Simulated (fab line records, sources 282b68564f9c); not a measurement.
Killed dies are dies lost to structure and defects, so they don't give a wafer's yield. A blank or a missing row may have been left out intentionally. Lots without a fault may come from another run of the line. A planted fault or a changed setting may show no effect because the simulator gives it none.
A lot that was struck, set against a sound lot | flow ritCmos | 18 steps out of a route of 202
Sound: the wafers L915.1, L915.5, L915.6. Wafers struck: L908.2, L908.3, L908.6. The cause comes at the end.
Order at every step that has rows: each side's tool, ch and its chambers, its first start. Under that, the readings that differ: sound wafers | struck wafers | difference of the means | sigmas: that difference in standard deviations of wafers without a fault.
alike: readings whose means differ by less than 2 such deviations, and words and numbers that are the same on both sides. not compared: withheld readings, readings that some wafer has no value for, bounds like >300 that may hide the same value, and numbers for which the record gives no deviation and whose values overlap.
The two part at a step that has a row with sigmas, a row that says differs or no value, or rows on one side only. Non-overlapping numbers with no deviation appear without sigmas and do not part them. A reading missing from all wafers of one side parts the sides only when that side holds two or more wafers.

first, 4 steps without rows for these wafers: RIT_NSD_SOFTBAKE_02 (time 60 s); RIT_NSD_EXPOSE_03 (exposes mask M9, target cd 40700 nm); RIT_NSD_PEB_04; RIT_NSD_DEVELOP_05 (develop time 50 s).
RIT_NSD_OVL_MEAS_06:
  struck on overlay-02, day 4 20:42; sound on overlay-02, day 6 06:43
  alike: NSD_OVL
then, 2 steps without rows for these wafers: RIT_NSD_HARDBAKE_07 (time 60 s); RIT_NSD_IMPLANT_08.
RIT_NSD_STRIP_09: strips in O2, time 180 s.
  sound on plasmaAsher-04 ch 0,1, day 6 07:05; struck on plasmaAsher-04 ch 0,1, day 4 21:02
  alike: drypumpMotorCurrentA
  not compared: rfHoursCounterH
RIT_NSD_TW_MEAS_10:
  struck on filmMetro-03, day 4 21:13; sound on filmMetro-03, day 6 07:16
  alike: NSD_TW
then, 3 steps without rows for these wafers: RIT_PSD_HMDS_00 (prime time 60 s); RIT_PSD_COAT_01 (resist thk 1000 nm); RIT_PSD_SOFTBAKE_02 (time 60 s).
RIT_PSD_EXPOSE_03: exposes mask M10, target cd 40900 nm.
  sound on ilineStepper-02 ch 0, day 6 07:46; struck on ilineStepper-01 ch 0, day 4 21:52
reading                   | sound                   | struck               | difference | sigmas
model.PSD.overlayXNm (nm) | -0.7075 -0.7075 -0.7075 | -149.3 -149.3 -149.3 | -148.6     | 
  alike: mask
then, 2 steps without rows for these wafers: RIT_PSD_PEB_04; RIT_PSD_DEVELOP_05 (develop time 50 s).
RIT_PSD_OVL_MEAS_06:
  struck on overlay-01, day 4 22:15; sound on overlay-01, day 6 08:10
reading      | sound          | struck               | difference | sigmas
PSD_OVL (nm) | -1.8 -0.5 -2.2 | -149.7 -149.9 -151.3 | -148.8     | -99 or more
then, 1 step without rows for these wafers: RIT_PSD_HARDBAKE_07 (time 60 s).
RIT_M1_PROBE_99:
  struck on prober-01, day 5 06:43; sound on prober-02, day 6 19:19
reading                                            | sound                | struck               | difference | sigmas
model.etest.selectEdgeDiodeP.leakLog10A (angstrom) | -10.51 -10.68 -10.46 | -9.953 -9.917 -10.03 | +0.583     | 
  alike: killedAtFrontEnd, killedDies, killedOpen, killedShort

== WHERE THEY PART ==
Only at RIT_PSD_OVL_MEAS_06, as far as this record shows. Later steps at which nothing parts them and some readings are alike: RIT_M1_PROBE_99.

WHY: what the simulator had put in
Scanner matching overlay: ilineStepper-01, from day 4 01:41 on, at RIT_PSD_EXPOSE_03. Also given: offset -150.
